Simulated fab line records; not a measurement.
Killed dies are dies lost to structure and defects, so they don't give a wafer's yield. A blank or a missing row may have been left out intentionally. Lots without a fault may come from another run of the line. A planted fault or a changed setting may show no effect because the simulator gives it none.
Split-lot experiment || flow berkeley cmos170 || 23 wafers read across 5 lots, on a route 331 steps long

== SPLIT DETAILS ==
At UCB170_START_OXIDATION_02 (target thk 20 nm, ox time 1800 s), the setting temp c was moved away from the recipe's 950 C on 20 of the 23 wafers read, by -2.7% to +2.0%. For the rest of the wafers, this setting stayed at what the recipe calls for.

Between the split and the reading, the file records no step.

== THE READING ==
START_OXIDE_THK at UCB170_START_THK_MEAS_03, in nm. On this fab line, fault-free wafers typically give 19.96 nm with a standard deviation of 0.27 nm.

{"wafer": "L074.1", "tool, chamber at the split": "-, -", "temp c as run, C": 969.2, "against the recipe": "+2.0%", "START_OXIDE_THK, nm": 24.37, "against lot-mates on the recipe": "no lot-mate on the recipe"}
{"wafer": "L074.2", "tool, chamber at the split": "-, -", "temp c as run, C": 969.2, "against the recipe": "+2.0%", "START_OXIDE_THK, nm": 24.03, "against lot-mates on the recipe": "no lot-mate on the recipe"}
{"wafer": "L074.3", "tool, chamber at the split": "-, -", "temp c as run, C": 969.2, "against the recipe": "+2.0%", "START_OXIDE_THK, nm": 23.63, "against lot-mates on the recipe": "no lot-mate on the recipe"}
{"wafer": "L074.4", "tool, chamber at the split": "-, -", "temp c as run, C": 969.2, "against the recipe": "+2.0%", "START_OXIDE_THK, nm": 24.22, "against lot-mates on the recipe": "no lot-mate on the recipe"}
{"wafer": "L074.6", "tool, chamber at the split": "-, -", "temp c as run, C": 969.2, "against the recipe": "+2.0%", "START_OXIDE_THK, nm": 24.22, "against lot-mates on the recipe": "no lot-mate on the recipe"}
{"wafer": "L079.1", "tool, chamber at the split": "-, -", "temp c as run, C": 936.2, "against the recipe": "-1.5%", "START_OXIDE_THK, nm": 16.99, "against lot-mates on the recipe": "no lot-mate on the recipe"}
{"wafer": "L079.2", "tool, chamber at the split": "-, -", "temp c as run, C": 936.2, "against the recipe": "-1.5%", "START_OXIDE_THK, nm": 16.97, "against lot-mates on the recipe": "no lot-mate on the recipe"}
{"wafer": "L079.3", "tool, chamber at the split": "-, -", "temp c as run, C": 936.2, "against the recipe": "-1.5%", "START_OXIDE_THK, nm": 17.18, "against lot-mates on the recipe": "no lot-mate on the recipe"}
{"wafer": "L079.4", "tool, chamber at the split": "-, -", "temp c as run, C": 936.2, "against the recipe": "-1.5%", "START_OXIDE_THK, nm": 17.39, "against lot-mates on the recipe": "no lot-mate on the recipe"}
{"wafer": "L079.5", "tool, chamber at the split": "-, -", "temp c as run, C": 936.2, "against the recipe": "-1.5%", "START_OXIDE_THK, nm": 17.18, "against lot-mates on the recipe": "no lot-mate on the recipe"}
{"wafer": "L080.1", "tool, chamber at the split": "-, -", "temp c as run, C": 925.3, "against the recipe": "-2.6%", "START_OXIDE_THK, nm": 14.74, "against lot-mates on the recipe": "no lot-mate on the recipe"}
{"wafer": "L080.2", "tool, chamber at the split": "-, -", "temp c as run, C": 925.3, "against the recipe": "-2.6%", "START_OXIDE_THK, nm": 14.83, "against lot-mates on the recipe": "no lot-mate on the recipe"}
{"wafer": "L080.3", "tool, chamber at the split": "-, -", "temp c as run, C": 925.3, "against the recipe": "-2.6%", "START_OXIDE_THK, nm": 14.42, "against lot-mates on the recipe": "no lot-mate on the recipe"}
{"wafer": "L080.4", "tool, chamber at the split": "-, -", "temp c as run, C": 925.3, "against the recipe": "-2.6%", "START_OXIDE_THK, nm": 14.96, "against lot-mates on the recipe": "no lot-mate on the recipe"}
{"wafer": "L080.6", "tool, chamber at the split": "-, -", "temp c as run, C": 925.3, "against the recipe": "-2.6%", "START_OXIDE_THK, nm": 14.93, "against lot-mates on the recipe": "no lot-mate on the recipe"}
{"wafer": "L083.3", "tool, chamber at the split": "furnace-02, 0", "temp c as run, C": 950, "against the recipe": "recipe", "START_OXIDE_THK, nm": 20.51, "against lot-mates on the recipe": "-"}
{"wafer": "L083.4", "tool, chamber at the split": "furnace-02, 0", "temp c as run, C": 950, "against the recipe": "recipe", "START_OXIDE_THK, nm": 20.50, "against lot-mates on the recipe": "-"}
{"wafer": "L083.5", "tool, chamber at the split": "furnace-02, 0", "temp c as run, C": 950, "against the recipe": "recipe", "START_OXIDE_THK, nm": 20.33, "against lot-mates on the recipe": "-"}
{"wafer": "L084.2", "tool, chamber at the split": "-, -", "temp c as run, C": 924.3, "against the recipe": "-2.7%", "START_OXIDE_THK, nm": 15.07, "against lot-mates on the recipe": "no lot-mate on the recipe"}
{"wafer": "L084.3", "tool, chamber at the split": "-, -", "temp c as run, C": 924.3, "against the recipe": "-2.7%", "START_OXIDE_THK, nm": 14.94, "against lot-mates on the recipe": "no lot-mate on the recipe"}
{"wafer": "L084.4", "tool, chamber at the split": "-, -", "temp c as run, C": 924.3, "against the recipe": "-2.7%", "START_OXIDE_THK, nm": 15.08, "against lot-mates on the recipe": "no lot-mate on the recipe"}
{"wafer": "L084.5", "tool, chamber at the split": "-, -", "temp c as run, C": 924.3, "against the recipe": "-2.7%", "START_OXIDE_THK, nm": 15.18, "against lot-mates on the recipe": "no lot-mate on the recipe"}
{"wafer": "L084.6", "tool, chamber at the split": "-, -", "temp c as run, C": 924.3, "against the recipe": "-2.7%", "START_OXIDE_THK, nm": 14.72, "against lot-mates on the recipe": "no lot-mate on the recipe"}

FIT RESULTS
A straight line over all 23 wafers: START_OXIDE_THK changes by +1.98 nm for each +1% of temp c; r = +1.00; the points scatter about the line by 0.28 nm.
Too few moved wafers with a lot-mate on the recipe to fit a line net of each lot's own level.

== THE WHOLE CHAIN: every reading that the file lists as answering this split, in the file's order ==
{"step": "UCB170_START_OXIDATION_02", "what it does": "target thk 20 nm, ox time 1800 s", "reading": "SiO2_of_START_OXIDATION_02.thk nm (the simulator's own value, which no gauge read)", "change (the file's fit)": "+2 nm for each +1% of the setting", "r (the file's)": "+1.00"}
{"step": "UCB170_START_THK_MEAS_03", "what it does": "", "reading": "START_OXIDE_THK", "change (the file's fit)": "+1.99 for each +1% of the setting", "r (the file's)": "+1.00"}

== FILE'S OWN FIT ==
START_OXIDE_THK changes by +1.99 nm for each +1% of temp c, r = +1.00.
